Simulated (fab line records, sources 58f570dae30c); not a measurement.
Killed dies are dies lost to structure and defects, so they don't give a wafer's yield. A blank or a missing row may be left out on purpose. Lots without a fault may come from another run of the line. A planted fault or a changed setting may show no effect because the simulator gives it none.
Tool commonality check | flow berkeley_cmos170 | 10 lots, 30 wafers sampled

WHY IT WAS OPENED
At UCB170_PLDD_TW_MEAS_11 the reading PLDD_TW is flagged on 2 of 10 lots. Wafers without a fault read 1011, standard deviation 7.9.
Rule: a lot is flagged when every wafer of it that has a number lies more than 4 standard deviations from that mean, or none has a number. The other lots count as sound.

lot  | measured     | on            | PLDD_TW, wafer by wafer | flag
L999 | day 6 18:11  | film_metro-04 | 1012 1009 1015          |
L998 | day 6 18:44  | film_metro-04 | 1014 1014 1021          |
L103 | day 7 07:24  | film_metro-01 | 1019 1015 1020          |
L104 | day 7 14:49  | film_metro-04 | 1020 1009 1012          |
L105 | day 8 05:25  | film_metro-03 | 1404 1404 1407          | FLAGGED
L109 | day 8 08:34  | film_metro-03 | 1407 1398 1400          | FLAGGED
L112 | day 9 02:14  | film_metro-03 | 1000 998 994            |
L117 | day 10 00:41 | film_metro-01 | 1017 1017 1020          |
L118 | day 10 01:02 | film_metro-03 | 997 996 996             |
L121 | day 11 11:50 | film_metro-04 | 1008 1010 1011          |
The numbers of the flagged lots are 1403 on average: +392 against the usual, or +50 standard deviations.

WHICH TOOL RAN EACH LOT
The record holds 1 process step before the reading, out of a route of 331 steps. In each cell: the tool, then ch and the chambers that the sampled wafers went through, then the start.
lot  | flag    | UCB170_PLDD_IMPLANT_08
L999 |         | implanter-04 ch 0, day 6 17:47
L998 |         | implanter-02 ch 0, day 6 18:20
L103 |         | implanter-01 ch 0, day 7 07:01
L104 |         | implanter-01 ch 0, day 7 14:25
L105 | FLAGGED | implanter-04 ch 0, day 8 05:01
L109 | FLAGGED | implanter-04 ch 0, day 8 08:11
L112 |         | implanter-01 ch 0, day 9 01:52
L117 |         | implanter-01 ch 0, day 10 00:18
L118 |         | implanter-01 ch 0, day 10 00:40
L121 |         | implanter-01 ch 0, day 11 11:28
What these steps do:
- UCB170_PLDD_IMPLANT_08
- UCB170_PLDD_TW_MEAS_11

FLAGGED OVER TOTAL, TOOL BY TOOL (the gauges that took the reading come last)
step                   | tool          | lots run | flagged | share of the flagged lots | sound lots run after its first flagged lot
UCB170_PLDD_IMPLANT_08 | implanter-01  | 6        | 0       | none                      | -
UCB170_PLDD_IMPLANT_08 | implanter-02  | 1        | 0       | none                      | -
UCB170_PLDD_IMPLANT_08 | implanter-04  | 3        | 2       | all                       | 0
UCB170_PLDD_TW_MEAS_11 | film_metro-01 | 2        | 0       | none                      | -
UCB170_PLDD_TW_MEAS_11 | film_metro-03 | 4        | 2       | all                       | 2 (L112,L118)
UCB170_PLDD_TW_MEAS_11 | film_metro-04 | 4        | 0       | none                      | -

WHAT THE TABLE ALLOWS
2 rows of the table ran every flagged lot: implanter-04 at UCB170_PLDD_IMPLANT_08, film_metro-03 at UCB170_PLDD_TW_MEAS_11.
- implanter-04 at UCB170_PLDD_IMPLANT_08: 2 of its 3 lots flagged. Its last sound lot is L999 (day 6 17:47), its first flagged lot L105 (day 8 05:01): a fault that began between those two fits. Its own readings lie more than 4 standard deviations out on every wafer of the flagged lots: beam_on_s, dose_ions_cm2, faraday_current_uA.
- film_metro-03 at UCB170_PLDD_TW_MEAS_11: 2 of its 4 lots flagged. Sound lots ran on it after the first flagged one (L112, L118), which a lasting fault on the whole tool wouldn't allow.
One tool is left: implanter-04 at UCB170_PLDD_IMPLANT_08.

WHAT THE SIMULATOR HAD PUT IN
Process parameter drift: implanter-04, from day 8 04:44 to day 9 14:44, at UCB170_PLDD_IMPLANT_08. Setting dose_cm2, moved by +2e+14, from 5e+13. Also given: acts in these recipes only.
Lots struck among those shown: L105, L109. The rule above found the same.
